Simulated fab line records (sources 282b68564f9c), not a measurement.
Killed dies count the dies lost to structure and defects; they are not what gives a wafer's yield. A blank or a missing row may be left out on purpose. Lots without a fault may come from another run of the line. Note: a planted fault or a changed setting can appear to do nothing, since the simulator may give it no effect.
A struck lot beside a sound one ; flow ritCmos ; 18 steps out of a route of 202
Sound: these wafers, L843.1, L843.4, L843.5. The struck wafers were L860.1, L860.2, L860.6. Last of all comes the cause.
Per side, at each step with rows, come the tool, then ch with its chambers, and then its first start. Under that, the readings that differ: sound wafers ; struck wafers ; difference of the means ; sigmas: that difference in standard deviations of wafers without a fault.
alike: a reading whose means differ by less than 2 such deviations, as well as words and numbers matching on both sides. not compared: withheld readings; readings where some wafer has no value; bounds like >300 that might hide an equal value; numbers whose values overlap and for which the record gives no deviation.
The two part at a step that has a row with sigmas, a row that says differs or no value, or rows on one side only. Numbers that don't overlap but have no deviation are shown without sigmas and don't part them. A reading missing from all wafers of one side parts the sides only when that side holds two or more wafers.

first, 2 steps without rows for these wafers: RIT_NWELL_HARDBAKE_07 (time 120 s); RIT_NWELL_IMPLANT_08.
RIT_NWELL_STRIP_09: strips in O2, time 180 s.
  sound on plasmaAsher-02 ch 0, day 2 04:45; struck on plasmaAsher-01 ch 0,1, day 5 15:39
  alike: chamberPressureMTorr, drypumpMotorCurrentA
  not compared: rfHoursCounterH
RIT_NWELL_TW_MEAS_10:
  sound on filmMetro-02 at day 2 04:55; struck on filmMetro-02 at day 5 15:50
  alike: NWELL_TW
then, 6 steps without rows for these wafers: RIT_PWELL_HMDS_00 (prime time 60 s); RIT_PWELL_COAT_01 (resist thk 1300 nm); RIT_PWELL_SOFTBAKE_02 (time 60 s); RIT_PWELL_EXPOSE_03 (exposes mask M3, target cd 43700 nm); RIT_PWELL_PEB_04; RIT_PWELL_DEVELOP_05 (develop time 68 s).
RIT_PWELL_OVL_MEAS_06:
  sound on overlay-01 at day 2 05:52; struck on overlay-02 at day 5 16:53
  alike: PWELL_OVL
then, 1 step without rows for these wafers: RIT_PWELL_HARDBAKE_07 (time 120 s).
RIT_PWELL_IMPLANT_08:
  sound on implanter-04 ch 0, day 2 06:09; struck on implanter-04 ch 0, day 5 17:11
reading;sound;struck;difference;sigmas
doseIonsCm2;7.008e+13 6.987e+13 6.992e+13;8.113e+13 8.121e+13 8.122e+13;+1.123e+13;+99 or more
faradayCurrentUA;217 224 225;258 262 260;+38;+9
RIT_PWELL_STRIP_09: strips in O2, time 180 s.
  sound on plasmaAsher-03 ch 0,1, day 2 06:18; struck on plasmaAsher-01 ch 0,1, day 5 17:20
  alike: chamberPressureMTorr, drypumpMotorCurrentA
  not compared: rfHoursCounterH
RIT_PWELL_TW_MEAS_10:
  sound on filmMetro-01 at day 2 06:28; struck on filmMetro-01 at day 5 17:44
reading;sound;struck;difference;sigmas
PWELL_TW;962 952 949;1003 1003 1002;+48;+10
  not compared: hold
RIT_WELLDRIVE_RS_MEAS_01: the measuring method here is four-point-probe.
  sound on filmMetro-04 at day 2 11:37; struck on filmMetro-02 at day 6 03:29
  alike: NWELL_RS
RIT_WELLDRIVE_RS_MEAS_02: the measuring method here is four-point-probe.
  sound on filmMetro-04 at day 2 11:44; struck on filmMetro-02 at day 6 04:01
reading;sound;struck;difference;sigmas
PWELL_RS (ohm/sq);431.2 429.9 432.5;391.5 390.2 390.9;-40.3;-37
  not compared: hold
RIT_M1_PROBE_99:
  record: rows for the struck wafers here (prober-02, day 7 17:07), none for the sound ones

WHERE THEY PART
Earliest at RIT_PWELL_IMPLANT_08; latest, in this record, at RIT_M1_PROBE_99.

WHY: whatever the simulator had introduced
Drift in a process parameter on implanter-04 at RIT_PWELL_IMPLANT_08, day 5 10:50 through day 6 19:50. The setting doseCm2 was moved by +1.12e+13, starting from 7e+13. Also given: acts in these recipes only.
